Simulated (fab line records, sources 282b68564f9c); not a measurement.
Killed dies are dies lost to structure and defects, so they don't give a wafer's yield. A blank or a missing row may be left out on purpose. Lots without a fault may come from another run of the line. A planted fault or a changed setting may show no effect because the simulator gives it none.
Problem report in the 8D (eight disciplines) form, filled by code | flow rit_cmos | the parts of the form that need people (team, actions taken, sign-off) are left out

1. THE PROBLEM
rf_fwd_power_W at RIT_ACTIVE_ETCH_13 reads a mean of 174.4 W on 2 wafers of 2 lots; wafers without a fault read 124.6 W with a standard deviation of 0.39. That is +99 or more standard deviations from the usual mean.
The step: etches Si3N4 in SF6, stops on SiO2, time 210 s, target depth 210 nm.
First seen on wafer L262.1, day 5 19:13, on rie_diel-02. The record holds 18 wafers of 6 lots with a number at this step. Rule for "out", or "out of limits": more than 4 standard deviations from the usual mean. The other wafers with a number count as sound.

2. WHAT IT IS AND WHAT IT IS NOT
question                    | is               | is not
which readings at this step | rf_fwd_power_W   | drypump_motor_current_A, oes_product_au, throttle_valve_pct
which lots                  | L262, L264       | L253, L254, L259, L265
which wafers of those lots  | L262.1, L264.2   | L262.3, L262.6, L264.3, L264.6
read on which tools         | rie_diel-02      | rie_diel-01, rie_diel-04
when                        | from day 5 19:13 | up to then (11 sound wafers); but 5 sound wafers of L264, L265 came after

3. SUSPECTS, AND WHAT RULES EACH OUT
Counting: a tool at a process step up to the reading stays a suspect if it ran every lot that is out. Sound lots after the first of them don't rule it out here, since some wafers of a struck lot are sound.
- rie_diel-02 at RIT_ACTIVE_ETCH_13 (etches Si3N4 in SF6, stops on SiO2, time 210 s, target depth 210 nm): kept. It ran every lot that is out, first L262 (day 5 19:13); its last sound lot up to then is L254 (day 4 03:43). Its own readings are out on those wafers: rf_fwd_power_W.
- Within rie_diel-02 at RIT_ACTIVE_ETCH_13: the wafers that are out ran in chamber 2; their sound lot-mates ran in chambers 0, 3.
Left after counting: rie_diel-02 at RIT_ACTIVE_ETCH_13.

4. THE CAUSE (what the simulator had put in)
Process parameter drift: rie_diel-02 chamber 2, from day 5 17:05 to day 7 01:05, at RIT_ACTIVE_ETCH_13. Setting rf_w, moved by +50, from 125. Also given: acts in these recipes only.
Counting left only this tool.

5. THE CHAIN OF EFFECTS, in route order
Each row: a reading whose mean over the struck wafers that have a number lies more than 3 standard deviations from the usual. Only readings for which the record gives a usual standard deviation are gone through. hours: the time from each lot's start at the first step in this table that gives one to its start at this step, as a median over the lots. sigmas: the change in usual standard deviations.
hours | step               | reading        | usual   | on struck wafers | change | sigmas
0     | RIT_ACTIVE_ETCH_13 | rf_fwd_power_W | 124.6 W | 174.4            | +49.8  | +99 or more
The process steps in it:
- RIT_ACTIVE_ETCH_13: etches Si3N4 in SF6, stops on SiO2, time 210 s, target depth 210 nm.

6. WHAT WOULD HAVE CAUGHT IT SOONER
In this record the first reading out of limits was taken at day 5 19:13, 2 hours after the fault began at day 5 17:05.
